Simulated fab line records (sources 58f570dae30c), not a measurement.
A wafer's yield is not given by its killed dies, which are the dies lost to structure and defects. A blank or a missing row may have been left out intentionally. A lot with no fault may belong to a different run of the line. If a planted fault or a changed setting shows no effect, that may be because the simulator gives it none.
The tool behind it: which one?	flow berkeley-cmos170	7 lots with 21 wafers sampled at 2 steps, on a route of 331 steps

WHAT THE GAUGES READ, wafer by wafer
UCB170_WELLDRIVE_THK_MEAS_02.
lot	measured	on	WELLDRIVE_OXIDE_THK (nm)
L397	day 4 13:39	film-metro-01	205.6 202.8 202.7
L399	day 4 13:43	film-metro-02	197.8 202.4 202.3
L402	day 5 04:07	film-metro-02	193.6 197.5 197.7
L404	day 5 23:39	film-metro-01	195.5 199.9 195.1
L406	day 6 16:53	film-metro-02	174.7 173.6 176.1
L408	day 6 22:20	film-metro-04	203.8 201.1 202.8
L417	day 8 06:53	film-metro-02	200.3 197.5 201.5

WHAT TOOL EACH LOT RAN ON (gives the tool, then ch and the chambers of the sampled wafers, and finally the start)
lot	UCB170_WELLDRIVE_OXIDATION_01
L397	furnace-01 ch 0, day 4 10:09
L399	furnace-01 ch 0, day 4 10:09
L402	furnace-01 ch 0, day 5 00:35
L404	furnace-02 ch 0, day 5 20:08
L406	furnace-02 ch 0, day 6 13:23
L408	furnace-04 ch 0, day 6 18:50
L417	furnace-04 ch 0, day 8 03:23
- UCB170_WELLDRIVE_OXIDATION_01: target thk 199 nm, ox time 9000 s.

THE ANSWER, worked out from the rows above alone
Rule: what is usual is taken from the lots themselves. The widest of any qualifying gaps counts: lots, ordered by their means at a reading, are off when they make up no more than a third of the lots, leave a main group of 4 or more, and stand apart from it by 3 or more times the standard deviation of that group's means. Not used: any main group whose means are identical at the precision the tables above print for the reading. Also off: a lot with no number at a reading for which 4 or more lots have one. All remaining lots with rows at the step are treated as sound.
Off: at UCB170_WELLDRIVE_THK_MEAS_02 (WELLDRIVE_OXIDE_THK), L406. Mean 200.0 nm and standard deviation 2.7 in the main group.
A tool fits if, at a process step before that reading, it ran every lot that is off, and no sound lot after the first of them. Those tools and the gauges at UCB170_WELLDRIVE_THK_MEAS_02 are tried in the same way. One fits: furnace-02 at UCB170_WELLDRIVE_OXIDATION_01. Its last sound lot is L404 (day 5 20:08), its first lot that is off L406 (day 6 13:23): a fault that began between those two fits.

WHAT THE SIMULATOR PUT IN
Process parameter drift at UCB170_WELLDRIVE_OXIDATION_01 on furnace-02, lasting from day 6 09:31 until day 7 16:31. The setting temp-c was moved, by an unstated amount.
Struck lots among those shown: L406. The rule above reached the same finding.
